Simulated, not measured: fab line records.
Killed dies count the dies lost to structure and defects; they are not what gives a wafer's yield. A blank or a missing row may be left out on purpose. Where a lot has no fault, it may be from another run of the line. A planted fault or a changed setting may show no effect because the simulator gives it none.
One fault through the eyes of 2 desks :: flow berkeley cmos170 :: each desk holds nothing but its own numbers, with what lay behind them at the end

== AT THE TOOL OWNER'S DESK: litho track-04 ==
Per lot that ran on this tool, the mean of the sampled wafers carrying a number, from the tool's own readings at UCB170_PLDD_SOFTBAKE_02 (time 60 s). If a lot's mean is further than 4 standard deviations from the usual mean, the lot is out of limits and carries the mark OUT (the distance appears in the brackets).
Columns: A = run length s at UCB170_PLDD_SOFTBAKE_02, usual 89.2 s
lot: L869
first seen here: day 8 13:05
A: 89.6

lot: L870
first seen here: day 9 00:18
A: 89.5

lot: L876
first seen here: day 9 17:25
A: 89.5

lot: L881
first seen here: day 10 20:41
A: 95.1 (+18) OUT

lot: L882
first seen here: day 10 21:34
A: 95.1 (+18) OUT
This desk's finding: out of limits on L881, L882; first on L881, day 10 20:41 (run length s at UCB170_PLDD_SOFTBAKE_02). L869, L870, L876: within limits.

== FROM THE METROLOGY DESK ==
Lot by lot, what the gauges showed, no matter which tool ran the lot: averages of those sampled wafers that carry a number. If a lot's mean is further than 4 standard deviations from the usual mean, the lot is out of limits and carries the mark OUT (the distance appears in the brackets).
Columns: A = CONTACT_OVL at UCB170_CONTACT_OVL_MEAS_16, usual 1 nm; B = cd nm at UCB170_M3_CD_MEAS_90, usual 701 nm
lot: L867
first seen here: day 9 01:03
A: 6
B: 700

lot: L868
first seen here: day 9 11:29
A: -3
B: 696

lot: L869
first seen here: day 9 12:42
A: 2
B: 707

lot: L870
first seen here: day 10 01:17
A: 1
B: 702

lot: L871
first seen here: day 10 01:19
A: 3
B: 700

lot: L872
first seen here: day 10 01:33
A: -3
B: 706

lot: L876
first seen here: day 10 16:13
A: -4
B: 702

lot: L881
first seen here: day 11 19:27
A: 4
B: 705

lot: L882
first seen here: day 11 20:17
A: 3
B: 702

lot: L883
first seen here: day 11 22:29
A: -4
B: 698

lot: L884
first seen here: day 11 22:46
A: 2
B: 705

lot: L886
first seen here: day 12 08:08
A: 7
B: 698

lot: L887
first seen here: day 12 21:35
A: -4
B: 703

lot: L890
first seen here: day 13 05:31
A: -1
B: 698
This desk's finding: nothing out of limits on any of the 14 lots.

== TAKEN TOGETHER ==
The tool owner's desk had the chance to raise an alarm at day 10 20:41 on L881, L882.
From the metrology desk's view, nothing was out of limits.
The metrology desk holds a record of L881, L882, inside its limits.
Every lot named ran UCB170_PLDD_SOFTBAKE_02 on litho track-04.

== WHAT HAD BEEN PUT IN BY THE SIMULATOR ==
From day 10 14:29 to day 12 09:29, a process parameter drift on litho track-04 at UCB170_PLDD_SOFTBAKE_02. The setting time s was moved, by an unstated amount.
Struck lots among those shown: L881, L882.
Each desk's first reading out of limits, in hours after the fault started: the tool owner's desk, 6.
